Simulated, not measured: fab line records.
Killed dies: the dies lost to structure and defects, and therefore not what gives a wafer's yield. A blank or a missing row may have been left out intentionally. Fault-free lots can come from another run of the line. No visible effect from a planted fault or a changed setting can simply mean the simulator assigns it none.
Comparing a struck lot with a sound one -- flow rit cmos -- 26 steps out of a route of 202
Sound: the wafers L262.2, L262.5, L262.6. Wafers struck: L269.2, L269.3, L269.4. The cause is named last.
At each step with rows: each side's tool, then ch and its chambers, then its first start. Under that, the readings that differ: sound wafers -- struck wafers -- difference of the means -- sigmas: that difference in standard deviations of wafers without a fault.
alike: readings whose means differ by less than 2 such deviations, and words and numbers that are the same on both sides. not compared: withheld readings, readings that some wafer has no value for, bounds like >300 that may hide the same value, and numbers for which the record gives no deviation and whose values overlap.
Wherever a step has rows on one side only, a row that says differs or no value, or a row with sigmas, the two part there. Non-overlapping numbers with no deviation appear without sigmas and do not part them. A reading missing from all wafers of one side parts the sides only when that side holds two or more wafers.

first, 1 step without rows for these wafers: RIT_WELLDRIVE_ANNEAL_00 (time 14700 s).
RIT_WELLDRIVE_RS_MEAS_01: uses a four-point probe to measure.
  sound on film metro-02 at day 3 20:14; struck on film metro-04 at day 5 08:16
  alike: NWELL_RS
RIT_WELLDRIVE_RS_MEAS_02: uses a four-point probe to measure.
  sound on film metro-02 at day 3 20:21; struck on film metro-04 at day 5 08:23
reading,sound,struck,difference,sigmas
PWELL_RS (ohm/sq),431.9 430.2 431.1,427.3 429.0 426.6,-3.4,-2
then, 6 steps without rows for these wafers: RIT_NRETRO_HMDS_00 (prime time 60 s); RIT_NRETRO_COAT_01 (resist thk 1300 nm); RIT_NRETRO_SOFTBAKE_02 (time 60 s); RIT_NRETRO_EXPOSE_03 (exposes mask M4, target cd 43900 nm); RIT_NRETRO_PEB_04; RIT_NRETRO_DEVELOP_05 (develop time 68 s).
RIT_NRETRO_OVL_MEAS_06:
  sound on overlay-01 at day 3 21:25; struck on overlay-01 at day 5 09:37
  alike: NRETRO_OVL
then, 2 steps without rows for these wafers: RIT_NRETRO_HARDBAKE_07 (time 120 s); RIT_NRETRO_IMPLANT_08.
RIT_NRETRO_STRIP_09: strips in O2, time 180 s.
  sound on plasma asher-01 ch 0,1, day 3 21:51; struck on plasma asher-04 ch 0,1, day 5 10:02
  no value came back on the struck wafers for chamber pressure mTorr (mTorr), drypump motor current A (A); on the sound wafers chamber pressure mTorr (mTorr) reads 3996 3993 4006
reading,sound,struck,difference,sigmas
model.NOVOLAK_of_NRETRO_COAT_01.thk nm (nm),0 0 0,1136 1134 1135,+1135,
  not compared: rf hours counter h
RIT_NRETRO_TW_MEAS_10:
  sound on film metro-04 at day 3 22:02; struck on film metro-01 at day 5 10:14
  alike: NRETRO_TW
then, 6 steps without rows for these wafers: RIT_PRETRO_HMDS_00 (prime time 60 s); RIT_PRETRO_COAT_01 (resist thk 1300 nm); RIT_PRETRO_SOFTBAKE_02 (time 60 s); RIT_PRETRO_EXPOSE_03 (exposes mask M5, target cd 43700 nm); RIT_PRETRO_PEB_04; RIT_PRETRO_DEVELOP_05 (develop time 68 s).
RIT_PRETRO_OVL_MEAS_06:
  sound on overlay-02 at day 3 23:08; struck on overlay-02 at day 5 11:17
reading,sound,struck,difference,sigmas
PRETRO_OVL (nm),3.0 1.0 1.4,-0.3 -1.6 -1.4,-2.9,-2
then, 2 steps without rows for these wafers: RIT_PRETRO_HARDBAKE_07 (time 120 s); RIT_PRETRO_IMPLANT_08.
RIT_PRETRO_STRIP_09: strips in O2, time 180 s.
  sound on plasma asher-01 ch 0,1, day 3 23:37; struck on plasma asher-02 ch 0,1, day 5 11:43
  alike: chamber pressure mTorr, drypump motor current A
  not compared: rf hours counter h
RIT_PRETRO_TW_MEAS_10:
  sound on film metro-02 at day 3 23:48; struck on film metro-02 at day 5 12:12
reading,sound,struck,difference,sigmas
PRETRO_TW,477 478 477,30 30 30,-447,-99 or more
  not compared: hold
RIT_M1_PROBE_99:
  sound wafers here have rows in the record (prober-01, day 5 03:40); struck ones have none

WHERE THEY PART
Earliest at RIT_WELLDRIVE_RS_MEAS_02; latest, in this record, at RIT_M1_PROBE_99.

WHY: whatever the simulator had introduced
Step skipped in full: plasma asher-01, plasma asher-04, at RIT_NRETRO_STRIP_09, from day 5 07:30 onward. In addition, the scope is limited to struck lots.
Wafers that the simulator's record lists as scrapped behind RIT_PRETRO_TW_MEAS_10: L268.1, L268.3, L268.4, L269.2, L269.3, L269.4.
